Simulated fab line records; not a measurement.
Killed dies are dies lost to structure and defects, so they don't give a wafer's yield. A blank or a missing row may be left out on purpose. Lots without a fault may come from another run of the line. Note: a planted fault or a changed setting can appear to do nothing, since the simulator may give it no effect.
Code-filled problem report in 8D (eight disciplines) form    flow rit cmos    the parts of the form that need people (team, actions taken, sign-off) are left out

1. PROBLEM STATEMENT
At RIT_CONTACT_ETCH_11, rf fwd power W averages 230.9 W over 3 wafers from 3 lots, while fault-free wafers read 199.5 W, standard deviation 0.62. That is +51 standard deviations from the usual mean.
The step: etches SiO2 in CHF3/CF4/Ar, stops on TiSi2, target depth 480 nm, time 320 s.
Seen first at day 6 12:49 on rie diel-02, wafer L307.6. At this step, 45 wafers from 15 lots have a number in the record. Rule for "out" (also "out of limits"): further than 4 standard deviations from the usual mean. All remaining wafers that have a number are taken as sound.

2. WHAT THIS IS AND IS NOT
question                     is                      is not
which readings at this step  rf fwd power W          drypump motor current A, oes product au, throttle valve pct
which lots                   L307, L308, L309        L291, L292, L293, L295, L296, L298, L299, L301, L306, L310, L313, L314
which wafers of those lots   L307.6, L308.4, L309.5  L307.2, L307.5, L308.2, L308.3, L309.1, L309.4
read on which tools          rie diel-02             rie diel-01, rie diel-03
when                         from day 6 12:49        up to then (29 sound wafers); but 13 sound wafers of L308, L309, L310, L313, L314 came after

3. SUSPECTS, AND WHAT RULES EACH OUT
Counting: a tool at a process step up to the reading stays a suspect if it ran every lot that is out. Sound lots after the first of them don't rule it out here, since some wafers of a struck lot are sound.
- rie diel-02 at RIT_CONTACT_ETCH_11 (etches SiO2 in CHF3/CF4/Ar, stops on TiSi2, target depth 480 nm, time 320 s): kept. It processed each lot that is out (first: L307, day 6 12:49); up to then, its last sound lot is L306 (day 6 08:04). Out on those wafers are its own readings of rf fwd power W.
- Within rie diel-02 at RIT_CONTACT_ETCH_11: the wafers that are out ran in chamber 0; their sound lot-mates ran in chambers 1, 2, 3.
The count leaves rie diel-02 at RIT_CONTACT_ETCH_11.

4. THE CAUSE (what the simulator had put in)
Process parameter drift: rie diel-02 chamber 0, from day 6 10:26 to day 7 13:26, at RIT_CONTACT_ETCH_11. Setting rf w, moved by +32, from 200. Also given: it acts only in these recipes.
This tool alone remained once counting was done.

5. THE CHAIN OF EFFECTS, in route order
Rows list readings where the struck wafers' mean (over those with a number) sits beyond 3 standard deviations from the usual. Only readings for which the record gives a usual standard deviation are gone through. hours: the time from each lot's start at the first step in this table that gives one to its start at this step, as a median over the lots. sigmas: the change in usual standard deviations.
hours  step                 reading         usual    on struck wafers  change  sigmas
0      RIT_CONTACT_ETCH_11  rf fwd power W  199.5 W  230.9             +31.4   +51
Its process steps:
- RIT_CONTACT_ETCH_11: etches SiO2 in CHF3/CF4/Ar, stops on TiSi2, target depth 480 nm, time 320 s.

6. HOW IT WOULD HAVE BEEN CAUGHT EARLIER
2 hours passed between the start of the fault at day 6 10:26 and the first reading out of limits in this record, taken at day 6 12:49.
